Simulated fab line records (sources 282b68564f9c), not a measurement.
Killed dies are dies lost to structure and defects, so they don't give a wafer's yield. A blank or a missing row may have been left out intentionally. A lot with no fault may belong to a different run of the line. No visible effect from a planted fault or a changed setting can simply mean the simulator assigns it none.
Which of the tools did it? :: flow rit-cmos :: 14 lots, 42 wafers sampled, at 3 steps of a route of 202

== WHAT THE GAUGES READ, wafer by wafer ==
RIT_PLDD_TW_MEAS_10.
lot: L139
measured: day 2 21:50
on: film-metro-01
PLDD_TW: 2395 2400 2393

lot: L140
measured: day 3 04:30
on: film-metro-03
PLDD_TW: 2366 2354 2375

lot: L142
measured: day 3 14:23
on: film-metro-04
PLDD_TW: 2349 2337 2349

lot: L143
measured: day 3 20:21
on: film-metro-04
PLDD_TW: 2353 2341 2345

lot: L145
measured: day 4 07:05
on: film-metro-01
PLDD_TW: 2391 2381 2407

lot: L147
measured: day 4 19:48
on: film-metro-04
PLDD_TW: 2348 2369 2354

lot: L148
measured: day 5 01:42
on: film-metro-01
PLDD_TW: 2401 2381 2387

lot: L149
measured: day 5 05:13
on: film-metro-03
PLDD_TW: 2346 2344 2345

lot: L152
measured: day 5 22:17
on: film-metro-01
PLDD_TW: 2403 2401 2404

lot: L156
measured: day 6 13:56
on: film-metro-01
PLDD_TW: 2403 2404 2414

lot: L157
measured: day 6 18:15
on: film-metro-04
PLDD_TW: 2710 2712 2697 2706 2716 2708

lot: L158
measured: day 7 00:25
on: film-metro-04
PLDD_TW: 2713 2697 2713 2723 2713 2726

lot: L161
measured: day 7 14:14
on: film-metro-04
PLDD_TW: 2352 2355 2351

lot: L162
measured: day 7 16:43
on: film-metro-04
PLDD_TW: 2343 2332 2349

RIT_SDANNEAL_RS_MEAS_06: a four-point-probe measurement.
lot: L139
measured: day 3 04:01
on: film-metro-01
PLDD_RS (ohm/sq): 178.4 178.3 178.3

lot: L140
measured: day 3 10:50
on: film-metro-03
PLDD_RS (ohm/sq): 178.4 178.4 178.8

lot: L142
measured: day 3 21:04
on: film-metro-03
PLDD_RS (ohm/sq): 177.6 178.4 178.3

lot: L143
measured: day 4 02:37
on: film-metro-04
PLDD_RS (ohm/sq): 178.4 178.8 178.5

lot: L145
measured: day 4 13:20
on: film-metro-01
PLDD_RS (ohm/sq): 178.6 179.6 179.0

lot: L147
measured: day 5 02:01
on: film-metro-04
PLDD_RS (ohm/sq): 177.7 177.9 177.8

lot: L148
measured: day 5 07:46
on: film-metro-03
PLDD_RS (ohm/sq): 178.4 178.1 177.7

lot: L149
measured: day 5 11:25
on: film-metro-01
PLDD_RS (ohm/sq): 179.1 178.3 178.5

lot: L152
measured: day 6 05:44
on: film-metro-01
PLDD_RS (ohm/sq): 178.8 178.2 178.4

lot: L156
measured: day 6 20:20
on: film-metro-01
PLDD_RS (ohm/sq): 178.7 179.0 178.4

lot: L157
measured: day 7 05:08
on: film-metro-01
PLDD_RS (ohm/sq): 153.0 153.1 152.7 152.8 153.0 152.7

lot: L158
measured: day 7 10:12
on: film-metro-01
PLDD_RS (ohm/sq): 153.0 153.7 152.7 153.0 153.7 152.8

lot: L161
measured: day 7 20:26
on: film-metro-03
PLDD_RS (ohm/sq): 177.7 178.4 177.3

lot: L162
measured: day 7 23:05
on: film-metro-03
PLDD_RS (ohm/sq): 178.3 178.6 178.7

== WHAT TOOL EACH LOT RAN ON (gives the tool, then ch and the chambers of the sampled wafers, and finally the start) ==
lot: L139
RIT_PLDD_IMPLANT_08: implanter-01 ch 0, day 2 21:31

lot: L140
RIT_PLDD_IMPLANT_08: implanter-03 ch 0, day 3 04:11

lot: L142
RIT_PLDD_IMPLANT_08: implanter-02 ch 0, day 3 14:05

lot: L143
RIT_PLDD_IMPLANT_08: implanter-03 ch 0, day 3 20:01

lot: L145
RIT_PLDD_IMPLANT_08: implanter-03 ch 0, day 4 06:46

lot: L147
RIT_PLDD_IMPLANT_08: implanter-03 ch 0, day 4 19:29

lot: L148
RIT_PLDD_IMPLANT_08: implanter-03 ch 0, day 5 01:23

lot: L149
RIT_PLDD_IMPLANT_08: implanter-02 ch 0, day 5 04:53

lot: L152
RIT_PLDD_IMPLANT_08: implanter-02 ch 0, day 5 21:58

lot: L156
RIT_PLDD_IMPLANT_08: implanter-02 ch 0, day 6 13:36

lot: L157
RIT_PLDD_IMPLANT_08: implanter-02 ch 0, day 6 17:56

lot: L158
RIT_PLDD_IMPLANT_08: implanter-02 ch 0, day 7 00:06

lot: L161
RIT_PLDD_IMPLANT_08: implanter-01 ch 0, day 7 13:54

lot: L162
RIT_PLDD_IMPLANT_08: implanter-03 ch 0, day 7 16:26
- RIT_PLDD_IMPLANT_08

== AS READ BY THE TOOLS THEMSELVES (means over the sampled wafers that have a number; for cases with no such wafer, the mark the record gives instead) ==
RIT_PLDD_IMPLANT_08.
lot: L139
tool: implanter-01
beam-energy-keV: 19.994
beam-on-s (s): 10.07
dose-ions-cm2: 9.013e+14
end-station-pressure-torr (Torr): 7.0e-06
faraday-current-uA: 2806

lot: L140
tool: implanter-03
beam-energy-keV: 19.996
beam-on-s (s): 9.78
dose-ions-cm2: 8.981e+14
end-station-pressure-torr (Torr): 7.2e-06
faraday-current-uA: 2882

lot: L142
tool: implanter-02
beam-energy-keV: 20.001
beam-on-s (s): 10.03
dose-ions-cm2: 9.002e+14
end-station-pressure-torr (Torr): 7.1e-06
faraday-current-uA: 2819

lot: L143
tool: implanter-03
beam-energy-keV: 20.007
beam-on-s (s): 9.97
dose-ions-cm2: 9.012e+14
end-station-pressure-torr (Torr): 7.5e-06
faraday-current-uA: 2832

lot: L145
tool: implanter-03
beam-energy-keV: 20.002
beam-on-s (s): 10.03
dose-ions-cm2: 8.993e+14
end-station-pressure-torr (Torr): 7.3e-06
faraday-current-uA: 2809

lot: L147
tool: implanter-03
beam-energy-keV: 20.000
beam-on-s (s): 9.99
dose-ions-cm2: 9.007e+14
end-station-pressure-torr (Torr): 7.7e-06
faraday-current-uA: 2826

lot: L148
tool: implanter-03
beam-energy-keV: 19.986
beam-on-s (s): 9.95
dose-ions-cm2: 9.005e+14
end-station-pressure-torr (Torr): 7.1e-06
faraday-current-uA: 2838

lot: L149
tool: implanter-02
beam-energy-keV: 20.001
beam-on-s (s): 10.06
dose-ions-cm2: 8.997e+14
end-station-pressure-torr (Torr): 7.2e-06
faraday-current-uA: 2795

lot: L152
tool: implanter-02
beam-energy-keV: 20.007
beam-on-s (s): 10.08
dose-ions-cm2: 8.991e+14
end-station-pressure-torr (Torr): 7.4e-06
faraday-current-uA: 2792

lot: L156
tool: implanter-02
beam-energy-keV: 19.999
beam-on-s (s): 10.03
dose-ions-cm2: 8.994e+14
end-station-pressure-torr (Torr): 7.4e-06
faraday-current-uA: 2813

lot: L157
tool: implanter-02
beam-energy-keV: 19.999
beam-on-s (s): 10.02
dose-ions-cm2: 1.709e+15
end-station-pressure-torr (Torr): 9.1e-06
faraday-current-uA: 5305

lot: L158
tool: implanter-02
beam-energy-keV: 19.995
beam-on-s (s): 9.98
dose-ions-cm2: 1.710e+15
end-station-pressure-torr (Torr): 9.1e-06
faraday-current-uA: 5330

lot: L161
tool: implanter-01
beam-energy-keV: 19.997
beam-on-s (s): 9.88
dose-ions-cm2: 9.004e+14
end-station-pressure-torr (Torr): 7.2e-06
faraday-current-uA: 2855

lot: L162
tool: implanter-03
beam-energy-keV: 20.009
beam-on-s (s): 10.02
dose-ions-cm2: 9.012e+14
end-station-pressure-torr (Torr): 7.0e-06
faraday-current-uA: 2819

== THE ANSWER, worked out from the rows above alone ==
Rule: usual is defined by the lots themselves. Put in order of their means at a reading, lots are off if they are a third of the lots or fewer, leave a main group of 4 or more, and stand apart from it by a gap of 3 or more times the standard deviation of the main group's means; of several such gaps the widest counts. The tables above print the reading to a certain number of digits; a main group whose means all agree to those digits is not used. Also off: a lot with no number at a reading for which 4 or more lots have one. Where the step has rows for the other lots, those lots are counted as sound. After the gauges, taken in route order, come the tools' own readings; for these a lot's mean is taken, as printed above. The first step at which some lot is off is used, and at that step the reading that is off furthest; a lot without a number counts as furthest.
Off: at RIT_PLDD_TW_MEAS_10 (PLDD_TW), L157, L158. The main group has a mean of 2370 with a standard deviation of 24.
If a tool, at a process step before that reading, ran all the lots that are off and no sound lot after the first of them, it fits. The gauges at RIT_PLDD_TW_MEAS_10 aren't tried: what is off there is off at RIT_SDANNEAL_RS_MEAS_06 too, on other tools, and a gauge's error can't cause that. One candidate fits, namely implanter-02 at RIT_PLDD_IMPLANT_08. Its last sound lot is L156 (day 6 13:36), its first lot that is off L157 (day 6 17:56): a fault that began between those two fits.
The tool's own readings at RIT_PLDD_IMPLANT_08 bear it out: on the lots that are off they differ by more than 5 times the standard deviation of the sound lots' means. dose-ions-cm2 reads 1.710e+15 there against 9.001e+14 on the sound lots; end-station-pressure-torr reads 9.1e-06 Torr there against 7.3e-06 Torr on the sound lots; faraday-current-uA reads 5318 there against 2824 on the sound lots.

== WHAT THE SIMULATOR HAD PUT IN ==
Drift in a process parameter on implanter-02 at RIT_PLDD_IMPLANT_08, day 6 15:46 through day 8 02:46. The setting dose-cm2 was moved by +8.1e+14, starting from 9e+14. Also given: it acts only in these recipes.
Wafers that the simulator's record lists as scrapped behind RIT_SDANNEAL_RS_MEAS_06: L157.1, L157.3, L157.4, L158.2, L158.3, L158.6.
Struck lots among those shown: L157, L158. The rule above found the same.
